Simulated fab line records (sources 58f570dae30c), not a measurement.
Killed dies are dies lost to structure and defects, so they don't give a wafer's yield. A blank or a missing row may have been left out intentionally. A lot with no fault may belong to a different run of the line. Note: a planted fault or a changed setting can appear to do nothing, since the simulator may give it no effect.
Split-lot study | flow berkeley cmos170 | route with 331 steps; 5 lots, 23 wafers read

== THE SPLIT ITSELF ==
At UCB170_V1_EXPOSE_09 (exposes mask VIA1, target cd 700 nm), the setting dose mj was moved away from the recipe's 37 on 6 of the 23 wafers read, by -3.7% to +6.3%. All remaining wafers had this setting at the recipe value.

== FROM THE SPLIT TO THE READING: what the file shows between them, 5 steps ==
- UCB170_V1_PEB_10
- UCB170_V1_DEVELOP_11: develop time 45 s
- UCB170_V1_CD_MEAS_12: target cd 700 nm
- UCB170_V1_ETCH_14: etches SiO2 in CHF3/CF4/Ar, stops on Al, target depth 1250 nm, time 291 s (also split here: rf w)
- UCB170_V1_STRIP_15: strips in O2

== THE READING ==
At UCB170_V1_CD_MEAS_90: cd nm in nanometres, against a target cd of 700 nm. A value of 700.1 nm with a standard deviation of 1.3 nm is what fault-free wafers of this fab line usually give.

wafer  | tool, chamber at the split | dose mj as run | against the recipe | cd nm, nm | against lot-mates on the recipe
L076.1 | krf scanner-01, 0          | 37             | recipe             | 700.7     | -
L076.3 | krf scanner-01, 0          | 37             | recipe             | 698.7     | -
L076.4 | krf scanner-01, 0          | 38.28          | +3.5%              | 707.2     | +7.1
L076.5 | krf scanner-01, 0          | 37             | recipe             | 700.9     | -
L076.6 | krf scanner-01, 0          | 38.28          | +3.5%              | 706.7     | +6.6
L077.1 | krf scanner-01, 0          | 37             | recipe             | 698.3     | -
L077.2 | krf scanner-01, 0          | 39.32          | +6.3%              | 708.7     | +10.4
L077.3 | krf scanner-01, 0          | 39.32          | +6.3%              | 711.5     | +13.2
L077.4 | krf scanner-01, 0          | 37             | recipe             | 699.6     | -
L077.6 | krf scanner-01, 0          | 37             | recipe             | 697.0     | -
L079.2 | krf scanner-02, 0          | 35.63          | -3.7%              | 693.5     | -6.8
L079.3 | krf scanner-02, 0          | 35.63          | -3.7%              | 694.7     | -5.6
L079.4 | krf scanner-02, 0          | 37             | recipe             | 701.0     | -
L079.5 | krf scanner-02, 0          | 37             | recipe             | 699.5     | -
L079.6 | krf scanner-02, 0          | 37             | recipe             | 700.4     | -
L082.2 | krf scanner-02, 0          | 37             | recipe             | 703.0     | -
L082.3 | krf scanner-02, 0          | 37             | recipe             | 701.8     | -
L082.6 | krf scanner-02, 0          | 37             | recipe             | 702.7     | -
L084.1 | krf scanner-02, 0          | 37             | recipe             | 697.0     | -
L084.3 | krf scanner-02, 0          | 37             | recipe             | 699.1     | -
L084.4 | krf scanner-02, 0          | 37             | recipe             | 699.1     | -
L084.5 | krf scanner-02, 0          | 37             | recipe             | 698.6     | -
L084.6 | krf scanner-02, 0          | 37             | recipe             | 697.9     | -

FIT RESULTS
A straight line over all 23 wafers: cd nm changes by +1.69 nm for each +1% of dose mj; r = +0.92; the points scatter about the line by 1.7 nm.
The same after taking each lot's own level away (the mean of its wafers on the recipe; 23 wafers): +1.85 nm for each +1%; r = +0.98; scatter 0.91 nm.
That fit puts the effect of the largest move of dose mj on the reading at 12 nm.
Across the lots, their own levels run from 698.30 to 702.50 nm, a range of 3.2 times the standard deviation given above.
The two slopes are in agreement: the lot-to-lot level therefore moves the slope only a little.
Check: with one of the wafers moved furthest among these (+6.3%) left out of the fit, the line predicts +12.3 nm for it against its lot-mates. Against them it came out at +10.4 nm.

== THESE WAFERS: OTHER SPLITS ==
These wafers also went through other splits before the reading. Each is held against what the fit with the lots' levels taken away leaves over:
other split on the same wafers    | wafers away from the commonest value | r with cd nm (lot level and that fit taken away)
UCB170_NSD_EXPOSE_03 dose mj      | 3                                    | -0.03
UCB170_SILICIDE_SPUTTER_01 time s | 6                                    | -0.17
UCB170_M1_EXPOSE_06 dose mj       | 8                                    | +0.08
UCB170_M1_PEB_07 peb temp c       | 8                                    | -0.15
UCB170_V1_ETCH_14 rf w            | 7                                    | +0.32

== THE WHOLE CHAIN: every reading that the file lists as answering this split, in the file's order ==
step                 | what it does                                                              | reading                                                   | change (the file's fit)              | r (the file's)
UCB170_V1_CD_MEAS_12 | target cd 700 nm                                                          | cd nm                                                     | +1.82 nm for each +1% of the setting | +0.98
UCB170_V1_ETCH_14    | etches SiO2 in CHF3/CF4/Ar, stops on Al, target depth 1250 nm, time 291 s | V1.cd nm (the simulator's own value, which no gauge read) | +1.84 nm for each +1% of the setting | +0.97
UCB170_V1_CD_MEAS_90 | target cd 700 nm                                                          | cd nm                                                     | +1.85 nm for each +1% of the setting | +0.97

== THE FILE'S OWN FIT ==
cd nm changes by +1.85 nm for each +1% of dose mj, r = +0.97.
